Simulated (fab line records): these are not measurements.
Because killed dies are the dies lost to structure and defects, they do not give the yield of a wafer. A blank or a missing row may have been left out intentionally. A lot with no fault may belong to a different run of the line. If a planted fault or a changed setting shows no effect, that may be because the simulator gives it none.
Split-lot trial / flow rit_cmos / route with 202 steps; 5 lots, 23 wafers read

== ABOUT THE SPLIT ==
At RIT_ACTIVE_ETCH_13 (etches Si3N4 in SF6, stops on SiO2, time 210 s, target depth 210 nm), the setting time_s was moved away from the recipe's 210 s on 5 of the 23 wafers read, by +7.8% to +14.1%. This setting was run at the recipe's value on the other wafers.

== FROM THE SPLIT TO THE READING: what the file shows between them, 3 steps ==
- RIT_ACTIVE_STRIP_14: strips in O2, time 180 s
- RIT_ACTIVE_CD_MEAS_90: target cd 1400 nm
- RIT_FOX2_CLEAN_02: cleans in dHF, time 180 s (also split here: time_s)

== THE READING ==
SiO2_of_ACTIVE_OXIDATION_01.thk_nm (the simulator's own value, which no gauge read), in nm, at RIT_FOX2_WET_ETCH_03 (etches Si3N4 in H3PO4, target depth 195 nm, time 2700 s). The file does not state a usual value for it. Across the 18 wafers here that went through the recipe, the average is 41.10 nm and the standard deviation 0.76 nm.

wafer=L074.1; tool, chamber at the split=rie_diel-02, 0; time_s as run, s=210; against the recipe=recipe; SiO2_of_ACTIVE_OXIDATION_01.thk_nm, nm=41.56; against lot-mates on the recipe=-
wafer=L074.3; tool, chamber at the split=rie_diel-02, 3; time_s as run, s=210; against the recipe=recipe; SiO2_of_ACTIVE_OXIDATION_01.thk_nm, nm=41.35; against lot-mates on the recipe=-
wafer=L074.4; tool, chamber at the split=rie_diel-02, 0; time_s as run, s=210; against the recipe=recipe; SiO2_of_ACTIVE_OXIDATION_01.thk_nm, nm=41.39; against lot-mates on the recipe=-
wafer=L074.5; tool, chamber at the split=rie_diel-02, 3; time_s as run, s=210; against the recipe=recipe; SiO2_of_ACTIVE_OXIDATION_01.thk_nm, nm=40.68; against lot-mates on the recipe=-
wafer=L074.6; tool, chamber at the split=rie_diel-02, 1; time_s as run, s=210; against the recipe=recipe; SiO2_of_ACTIVE_OXIDATION_01.thk_nm, nm=40.59; against lot-mates on the recipe=-
wafer=L076.2; tool, chamber at the split=rie_diel-02, 0; time_s as run, s=210; against the recipe=recipe; SiO2_of_ACTIVE_OXIDATION_01.thk_nm, nm=42.73; against lot-mates on the recipe=-
wafer=L076.5; tool, chamber at the split=rie_diel-02, 1; time_s as run, s=210; against the recipe=recipe; SiO2_of_ACTIVE_OXIDATION_01.thk_nm, nm=41.41; against lot-mates on the recipe=-
wafer=L076.6; tool, chamber at the split=rie_diel-02, 0; time_s as run, s=210; against the recipe=recipe; SiO2_of_ACTIVE_OXIDATION_01.thk_nm, nm=42.57; against lot-mates on the recipe=-
wafer=L078.1; tool, chamber at the split=rie_diel-02, 3; time_s as run, s=239.6; against the recipe=+14.1%; SiO2_of_ACTIVE_OXIDATION_01.thk_nm, nm=31.37; against lot-mates on the recipe=-8.33
wafer=L078.3; tool, chamber at the split=rie_diel-02, 1; time_s as run, s=210; against the recipe=recipe; SiO2_of_ACTIVE_OXIDATION_01.thk_nm, nm=39.59; against lot-mates on the recipe=-
wafer=L078.4; tool, chamber at the split=rie_diel-02, 1; time_s as run, s=239.6; against the recipe=+14.1%; SiO2_of_ACTIVE_OXIDATION_01.thk_nm, nm=30.78; against lot-mates on the recipe=-8.92
wafer=L078.5; tool, chamber at the split=rie_diel-02, 3; time_s as run, s=239.6; against the recipe=+14.1%; SiO2_of_ACTIVE_OXIDATION_01.thk_nm, nm=30.94; against lot-mates on the recipe=-8.76
wafer=L078.6; tool, chamber at the split=rie_diel-02, 0; time_s as run, s=210; against the recipe=recipe; SiO2_of_ACTIVE_OXIDATION_01.thk_nm, nm=39.82; against lot-mates on the recipe=-
wafer=L079.1; tool, chamber at the split=rie_diel-04, 2; time_s as run, s=210; against the recipe=recipe; SiO2_of_ACTIVE_OXIDATION_01.thk_nm, nm=40.81; against lot-mates on the recipe=-
wafer=L079.2; tool, chamber at the split=rie_diel-04, 1; time_s as run, s=210; against the recipe=recipe; SiO2_of_ACTIVE_OXIDATION_01.thk_nm, nm=41.32; against lot-mates on the recipe=-
wafer=L079.3; tool, chamber at the split=rie_diel-04, 3; time_s as run, s=210; against the recipe=recipe; SiO2_of_ACTIVE_OXIDATION_01.thk_nm, nm=40.86; against lot-mates on the recipe=-
wafer=L079.5; tool, chamber at the split=rie_diel-04, 2; time_s as run, s=210; against the recipe=recipe; SiO2_of_ACTIVE_OXIDATION_01.thk_nm, nm=40.87; against lot-mates on the recipe=-
wafer=L079.6; tool, chamber at the split=rie_diel-04, 3; time_s as run, s=210; against the recipe=recipe; SiO2_of_ACTIVE_OXIDATION_01.thk_nm, nm=41.05; against lot-mates on the recipe=-
wafer=L083.1; tool, chamber at the split=rie_diel-03, 2; time_s as run, s=226.4; against the recipe=+7.8%; SiO2_of_ACTIVE_OXIDATION_01.thk_nm, nm=34.42; against lot-mates on the recipe=-6.62
wafer=L083.2; tool, chamber at the split=rie_diel-03, 1; time_s as run, s=210; against the recipe=recipe; SiO2_of_ACTIVE_OXIDATION_01.thk_nm, nm=41.33; against lot-mates on the recipe=-
wafer=L083.3; tool, chamber at the split=rie_diel-03, 0; time_s as run, s=210; against the recipe=recipe; SiO2_of_ACTIVE_OXIDATION_01.thk_nm, nm=40.4; against lot-mates on the recipe=-
wafer=L083.5; tool, chamber at the split=rie_diel-03, 1; time_s as run, s=226.4; against the recipe=+7.8%; SiO2_of_ACTIVE_OXIDATION_01.thk_nm, nm=37.3; against lot-mates on the recipe=-3.74
wafer=L083.6; tool, chamber at the split=rie_diel-03, 0; time_s as run, s=210; against the recipe=recipe; SiO2_of_ACTIVE_OXIDATION_01.thk_nm, nm=41.39; against lot-mates on the recipe=-

FIT RESULTS
A straight line over all 23 wafers: SiO2_of_ACTIVE_OXIDATION_01.thk_nm changes by -0.708 nm for each +1% of time_s; r = -0.97; the points scatter about the line by 0.85 nm.
The same after taking each lot's own level away (the mean of its wafers on the recipe; 23 wafers): -0.622 nm for each +1%; r = -0.98; scatter 0.59 nm.
That fit puts the effect of the largest move of time_s on the reading at 8.8 nm.
Measured against the standard deviation above, the lots' own levels, which go from 39.705 to 42.237 nm, span 3.3 times it.
Hence the slope depends on the lot-to-lot level, as the two fits are not the same.
Check: -8.96 nm against its lot-mates is what the line predicts for one of the wafers moved furthest among these (+14.1%) when that wafer is left out of the fit. Against them it came out at -8.33 nm.

== ADDITIONAL SPLITS CARRIED BY THESE WAFERS ==
Note: prior to the reading, these wafers also went through further splits. Each is held against what the fit with the lots' levels taken away leaves over:
other split on the same wafers=RIT_ACTIVE_EXPOSE_08 dose_mj; wafers away from the commonest value=9; r with SiO2_of_ACTIVE_OXIDATION_01.thk_nm (lot level and that fit taken away)=-0.12
other split on the same wafers=RIT_ACTIVE_DEVELOP_10 develop_time_s; wafers away from the commonest value=9; r with SiO2_of_ACTIVE_OXIDATION_01.thk_nm (lot level and that fit taken away)=+0.05
other split on the same wafers=RIT_FOX2_CLEAN_02 time_s; wafers away from the commonest value=15; r with SiO2_of_ACTIVE_OXIDATION_01.thk_nm (lot level and that fit taken away)=+0.02

== THE WHOLE CHAIN: every reading that the file lists as answering this split, in the file's order ==
step=RIT_ACTIVE_ETCH_13; what it does=etches Si3N4 in SF6, stops on SiO2, time 210 s, target depth 210 nm; reading=NOVOLAK_of_ACTIVE_COAT_06.thk_nm (the simulator's own value, which no gauge read); change (the file's fit)=-2.37 nm for each +1% of the setting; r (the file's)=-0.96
step=RIT_ACTIVE_ETCH_13; what it does=etches Si3N4 in SF6, stops on SiO2, time 210 s, target depth 210 nm; reading=SiO2_of_ACTIVE_OXIDATION_01.thk_nm (the simulator's own value, which no gauge read); change (the file's fit)=-0.706 nm for each +1% of the setting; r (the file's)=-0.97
step=RIT_FOX2_WET_ETCH_03; what it does=etches Si3N4 in H3PO4, target depth 195 nm, time 2700 s; reading=SiO2_of_ACTIVE_OXIDATION_01.thk_nm (the simulator's own value, which no gauge read); change (the file's fit)=-0.627 nm for each +1% of the setting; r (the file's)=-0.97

== THE FILE'S OWN FIT ==
SiO2_of_ACTIVE_OXIDATION_01.thk_nm changes by -0.627 nm for each +1% of time_s, r = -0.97.
